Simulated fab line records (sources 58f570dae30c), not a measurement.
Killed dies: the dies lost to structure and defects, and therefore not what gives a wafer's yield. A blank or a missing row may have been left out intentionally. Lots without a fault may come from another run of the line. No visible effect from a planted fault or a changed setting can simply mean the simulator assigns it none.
Matching of chambers -- flow berkeley cmos170 -- UCB170_V1_ETCH_14 on rie diel-02 has 4 sister chambers
The step etches SiO2 in CHF3/CF4/Ar, stops on Al, target depth 1250 nm, time 291 s. 14 wafers are shown with their chamber, then 7 later ones without.

WAFERS PAIRED WITH THEIR CHAMBERS
wafer,chamber,drypump motor current A (A),throttle valve pct (%),oes product au (a.u.)
L283.2,1,5.6,7.04,0.879
L283.3,0,5.4,7.13,0.889
L283.5,3,5.8,6.76,0.873
L287.1,2,5.1,6.87,0.886
L287.3,0,5.4,7.11,0.896
L287.5,1,5.6,7.04,0.880
L289.2,1,5.6,7.05,0.879
L289.4,3,5.7,6.74,0.869
L289.6,3,5.8,6.75,0.862
L290.1,3,5.8,6.74,0.875
L290.2,2,5.1,6.87,0.890
L290.6,1,5.6,7.03,0.874
L297.1,2,5.1,6.87,0.879
L297.2,1,5.6,7.05,0.882

SIGNATURES, as means of the wafers listed above
reading,chamber 0,chamber 1,chamber 2,chamber 3,scatter within a chamber
drypump motor current A,5.400,5.600,5.100,5.775,0.0274
throttle valve pct,7.1200,7.0420,6.8700,6.7475,0.00869
oes product au,0.89250,0.87880,0.88500,0.86975,0.00469
Rule: distance of a wafer from a chamber = root of the sum over the readings of ((wafer's reading minus chamber's mean) / reading's scatter) squared. If the next closest chamber is less than 2 further off than the closest, the wafer can't be placed; otherwise it belongs to the closest. The scatter is the square root of a quotient: the sum, over the shown wafers, of each reading's squared deviation from its chamber's mean, divided by wafers minus chambers.

WAFERS WHOSE CHAMBER IS MISSING
wafer,drypump motor current A (A),throttle valve pct (%),oes product au (a.u.)
L297.3,5.8,6.75,0.867
L299.1,5.0,6.87,0.876
L299.3,5.8,6.73,0.874
L299.4,5.5,7.13,0.883
L298.1,5.8,6.75,0.870
L298.2,5.1,6.89,0.883
L298.5,5.1,6.88,0.868

EACH ONE'S CHAMBER
wafer,from the rows above,in truth
L297.3,3,3
L299.1,2,2
L299.3,3,3
L299.4,0,0
L298.1,3,3
L298.2,2,2
L298.5,2,2
7 of 7 placed correctly. From these rows, 0 cannot be placed. 0 placed wrongly.
